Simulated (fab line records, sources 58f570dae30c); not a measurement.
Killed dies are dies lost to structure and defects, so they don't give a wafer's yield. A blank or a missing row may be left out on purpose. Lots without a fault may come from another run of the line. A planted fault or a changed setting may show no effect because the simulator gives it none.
A struck lot beside a sound one | flow berkeley_cmos170 | 26 steps out of a route of 331
Sound: wafers L944.4, L944.5, L944.6. Struck: wafers L942.3, L942.4, L942.6. The cause comes at the end.
At each step with rows: each side's tool, then ch and its chambers, then its first start. Under that, the readings that differ: sound wafers | struck wafers | difference of the means | sigmas: that difference in standard deviations of wafers without a fault.
alike: readings whose means differ by less than 2 such deviations, and words and numbers that are the same on both sides. not compared: withheld readings, readings that some wafer has no value for, bounds like >300 that may hide the same value, and numbers for which the record gives no deviation and whose values overlap.
The two part at a step that has a row with sigmas, a row that says differs or no value, or rows on one side only. Numbers that don't overlap but have no deviation are shown without sigmas and don't part them. A reading that every wafer of one side lacks parts them only if that side has two wafers or more.

first, 2 steps without rows for these wafers: UCB170_SCREENOX_WET_ETCH_00 (etches SiO2 in dHF, time 200 s); UCB170_SCREENOX_OXIDATION_01 (target thk 14.4 nm, ox time 2400 s).
UCB170_SCREENOX_THK_MEAS_02:
  sound on film_metro-04, day 6 21:33; struck on film_metro-03, day 6 21:32
  alike: SCREENOX_OXIDE_THK
then, 7 steps without rows for these wafers: UCB170_SCREENOX_ANNEAL_03 (time 900 s); UCB170_NVT_HMDS_00 (prime time 60 s); UCB170_NVT_COAT_01 (resist thk 900 nm); UCB170_NVT_SOFTBAKE_02 (time 60 s); UCB170_NVT_EXPOSE_03 (exposes mask PWELL, target cd 3000 nm); UCB170_NVT_PEB_04; UCB170_NVT_DEVELOP_05 (develop time 45 s).
UCB170_NVT_OVL_MEAS_06:
  sound on overlay-02, day 7 02:11; struck on overlay-02, day 7 03:08
  alike: NVT_OVL
then, 1 step without rows for these wafers: UCB170_NVT_IMPLANT_07.
UCB170_NVT_STRIP_08: strips in O2.
  sound on plasma_asher-01 ch 0,1, day 7 02:23; struck on plasma_asher-01 ch 0,1, day 7 03:20
  no value came back on the struck wafers for chamber_pressure_mTorr (mTorr), drypump_motor_current_A (A), oes_product_au (a.u.), strip_time_to_endpoint_s (s); on the sound wafers chamber_pressure_mTorr (mTorr) reads 3498 3492 3506
  reading                              | sound | struck            | difference | sigmas
  model.KrF_of_NVT_COAT_01.thk_nm (nm) | 0 0 0 | 878.6 880.4 878.6 | +879.2     |
  not compared: rf_hours_counter_h
UCB170_NVT_TW_MEAS_09:
  sound on film_metro-04, day 7 02:28; struck on film_metro-01, day 7 03:25
  alike: NVT_TW
then, 7 steps without rows for these wafers: UCB170_NVT_CLEAN_10 (cleans in SPM, time 600 s); UCB170_PVT_HMDS_00 (prime time 60 s); UCB170_PVT_COAT_01 (resist thk 900 nm); UCB170_PVT_SOFTBAKE_02 (time 60 s); UCB170_PVT_EXPOSE_03 (exposes mask NWELL, target cd 3000 nm); UCB170_PVT_PEB_04; UCB170_PVT_DEVELOP_05 (develop time 45 s).
UCB170_PVT_OVL_MEAS_06:
  sound on overlay-01, day 7 05:25; struck on overlay-01, day 7 05:58
  alike: PVT_OVL
then, 1 step without rows for these wafers: UCB170_PVT_IMPLANT_07.
UCB170_PVT_STRIP_08: strips in O2.
  sound on plasma_asher-01 ch 0,1, day 7 05:37; struck on plasma_asher-03 ch 0,1, day 7 06:10
  reading                      | sound             | struck            | difference | sigmas
  strip_time_to_endpoint_s (s) | 21.54 21.54 21.44 | 47.78 47.75 47.77 | +26.26     | +99 or more
  alike: chamber_pressure_mTorr, drypump_motor_current_A, oes_product_au
  not compared: rf_hours_counter_h
UCB170_PVT_TW_MEAS_09:
  sound on film_metro-02, day 7 05:43; struck on film_metro-02, day 7 06:15
  reading | sound       | struck   | difference | sigmas
  PVT_TW  | 496 496 494 | 29 29 29 | -466       | -51
then, 1 step without rows for these wafers: UCB170_GATE_WET_ETCH_00 (etches SiO2 in dHF, time 200 s).

WHERE THEY PART
First at UCB170_NVT_STRIP_08; last, within this record, at UCB170_PVT_TW_MEAS_09.

WHY: what the simulator had put in
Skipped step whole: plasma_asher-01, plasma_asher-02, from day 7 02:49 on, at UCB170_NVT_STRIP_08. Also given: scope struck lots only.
